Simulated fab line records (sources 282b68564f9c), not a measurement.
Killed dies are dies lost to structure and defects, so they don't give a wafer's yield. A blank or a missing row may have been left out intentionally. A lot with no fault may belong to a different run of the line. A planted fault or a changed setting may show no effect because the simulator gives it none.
Which tool was responsible? -- flow rit cmos -- 15 lots, 45 wafers sampled, at 2 steps of a route of 202

## WHAT THE GAUGES SHOWED, per wafer
Not one reading of a measure or inspect step in the record can be checked against a usual standard deviation.

## WHAT TOOL EACH LOT RAN ON (gives the tool, then ch and the chambers of the sampled wafers, and finally the start)
lot,RIT_ACTIVE_CLEAN_17,RIT_M1_PROBE_99
L656,"wet bench-04 ch 1, day 1 16:58","prober-01, day 3 12:57"
L658,"wet bench-02 ch 3, day 2 01:21","prober-01, day 4 01:43"
L660,"wet bench-01 ch 3, day 2 11:32","prober-02, day 4 05:57"
L662,"wet bench-04 ch 3, day 2 21:27","prober-02, day 4 16:49"
L666,"wet bench-02 ch 2, day 3 17:41","prober-02, day 5 10:46"
L667,"wet bench-04 ch 0, day 3 22:20","prober-01, day 5 19:47"
L668,"wet bench-02 ch 2, day 4 03:20","prober-02, day 6 00:08"
L669,"wet bench-01 ch 0, day 4 09:32","prober-01, day 6 03:40"
L670,"wet bench-04 ch 0, day 4 13:21","prober-02, day 6 09:48"
L671,"wet bench-01 ch 1, day 4 19:09","prober-01, day 6 12:49"
L674,"wet bench-01 ch 0, day 5 12:37","prober-02, day 7 09:35"
L675,"wet bench-01 ch 2, day 5 14:28","prober-01, day 7 10:53"
L676,"wet bench-01 ch 3, day 5 19:27","prober-02, day 7 12:26"
L677,"wet bench-01 ch 3, day 6 00:27","prober-01, day 7 18:07"
L678,"wet bench-02 ch 0, day 6 05:30","prober-02, day 7 23:55"
- RIT_ACTIVE_CLEAN_17: cleans in SC2, time 600 s.
- RIT_M1_PROBE_99

## AS READ BY THE TOOLS THEMSELVES (means over the sampled wafers that have a number; for cases with no such wafer, the mark the record gives instead)
RIT_ACTIVE_CLEAN_17.
lot,tool,bath heat duty pct (%)
L656,wet bench-04,15.6
L658,wet bench-02,16.0
L660,wet bench-01,11.1
L662,wet bench-04,18.6
L666,wet bench-02,17.8
L667,wet bench-04,15.8
L668,wet bench-02,18.4
L669,wet bench-01,16.6
L670,wet bench-04,15.9
L671,wet bench-01,14.9
L674,wet bench-01,16.4
L675,wet bench-01,20.3
L676,wet bench-01,11.0
L677,wet bench-01,11.4
L678,wet bench-02,17.0

RIT_M1_PROBE_99.
lot,tool,killed_at_M0_to_M3,killed at contacts,killed at front end,killed dies,killed on rim,killed open,killed short
L656,prober-01,0.0,0.0,4,4,1.3,2.0,2.3
L658,prober-01,0.0,0.0,12,12,2.7,5.7,5.7
L660,prober-02,0.0,0.0,7,7,3.3,3.7,3.7
L662,prober-02,0.0,0.0,4,4,1.3,1.7,2.3
L666,prober-02,0.0,0.3,11,12,3.3,6.0,5.7
L667,prober-01,0.0,0.0,5,5,1.0,3.3,2.0
L668,prober-02,0.0,0.0,7,7,1.3,3.7,3.3
L669,prober-01,0.0,0.0,7,7,1.3,2.3,4.7
L670,prober-02,0.0,0.0,8,8,3.0,4.7,3.3
L671,prober-01,0.0,0.0,6,6,2.7,3.3,2.7
L674,prober-02,0.0,0.0,7,7,1.0,2.7,4.7
L675,prober-01,0.0,0.0,28,28,9.7,4.3,3.7
L676,prober-02,0.0,0.0,33,33,7.7,0.7,4.3
L677,prober-01,0.3,0.7,35,36,8.7,4.7,2.7
L678,prober-02,0.0,0.3,5,5,0.7,2.7,2.3

## THE ANSWER, worked out from the rows above alone
Rule: the usual values come from the lots themselves. Put in order of their means at a reading, lots are off if they are a third of the lots or fewer, leave a main group of 4 or more, and stand apart from it by a gap of 3 or more times the standard deviation of the main group's means; of several such gaps the widest counts. Not used: any main group whose means are identical at the precision the tables above print for the reading. Also off: a lot with no number at a reading for which 4 or more lots have one. Where the step has rows for the other lots, those lots are counted as sound. After the gauges, taken in route order, come the tools' own readings; for these a lot's mean is taken, as printed above. The first step at which some lot is off is used, and at that step the reading that is off furthest; a lot without a number counts as furthest.
Off at RIT_M1_PROBE_99 (killed at front end): L675, L676, L677. The main group: mean 7, standard deviation 2.4.
If a tool, at that step or one of the process steps before it, ran each lot that is off and ran no sound lot following the first of them, it fits. One fits: wet bench-01 at RIT_ACTIVE_CLEAN_17. Its last sound lot is L674 (day 5 12:37), its first lot that is off L675 (day 5 14:28): a fault that began between those two fits.

## WHAT WAS PUT IN BY THE SIMULATOR
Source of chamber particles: wet bench-01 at RIT_ACTIVE_CLEAN_17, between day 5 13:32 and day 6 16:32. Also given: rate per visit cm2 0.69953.
Shown lots that were struck: L675, L676, L677. The rule above found the same.
